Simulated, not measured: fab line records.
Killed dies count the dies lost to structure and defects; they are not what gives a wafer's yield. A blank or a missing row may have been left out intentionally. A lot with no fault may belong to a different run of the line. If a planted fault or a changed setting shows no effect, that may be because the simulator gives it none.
The same fault as seen by 2 desks -- flow berkeley_cmos170 -- only its own numbers are on each desk; what lay behind them is given at the end

## THE TOOL OWNER'S DESK: pecvd-03
The tool's own readings at UCB170_V2_CVD_00 (deposits SiO2 from TEOS/O2, target thk 2000 nm, time 250 s): means of the sampled wafers that have a number, for each lot that ran on this tool. A lot is out of limits, marked OUT, if its mean lies more than 4 standard deviations from the usual mean; the brackets give that distance.
Columns: A = heater_power_w at UCB170_V2_CVD_00, usual 269 W; B = run_length_s at UCB170_V2_CVD_00, usual 277.7 s
lot,first seen here,A,B
L809,day 9 09:02,264,273.2 (-6.8) OUT
L811,day 9 17:10,276,269.1 (-13) OUT
L825,day 12 03:38,288,277.0
This desk's verdict: out of limits on L809, L811, starting with L809 at day 9 09:02 (run_length_s at UCB170_V2_CVD_00). L825 stayed within limits.

## FROM THE METROLOGY DESK
Lot by lot, what the gauges showed, no matter which tool ran the lot: averages of those sampled wafers that carry a number. A lot is out of limits, marked OUT, if its mean lies more than 4 standard deviations from the usual mean; the brackets give that distance.
Columns: A = cd_nm at UCB170_M2_CD_MEAS_15, usual 700.4 nm; B = M2_OVL at UCB170_M2_OVL_MEAS_16, usual 3 nm; C = cd_nm at UCB170_M2_CD_MEAS_90, usual 702 nm; D = V2_TEOS_THK at UCB170_V2_THK_MEAS_01, usual 1988 nm
lot,first seen here,A,B,C,D
L810,day 9 07:53,701.6,0,704,1985
L809,day 9 08:13,702.6,8,705,1980
L811,day 9 16:34,700.1,6,700,1918
L819,day 11 13:20,699.2,-2,698,1963
L825,day 12 03:02,698.9,2,697,1996
L827,day 12 11:12,700.4,-3,706,1947
This desk found nothing out of limits on any of the 6 lots.

## BROUGHT TOGETHER
The tool owner's desk had the chance to raise an alarm at day 9 09:02 on L809, L811.
From the metrology desk's view, nothing was out of limits.
The metrology desk holds a record of L809, L811, inside its limits.
All the named lots went through UCB170_V2_CVD_00 on pecvd-03.

## WHAT WAS PUT IN BY THE SIMULATOR
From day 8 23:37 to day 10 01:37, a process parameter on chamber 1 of pecvd-03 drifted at UCB170_V2_CVD_00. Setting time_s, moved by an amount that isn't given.
Struck lots among those shown: L809, L811.
Delay in hours, fault start to first out-of-limits reading, by desk: the tool owner's desk at 9.
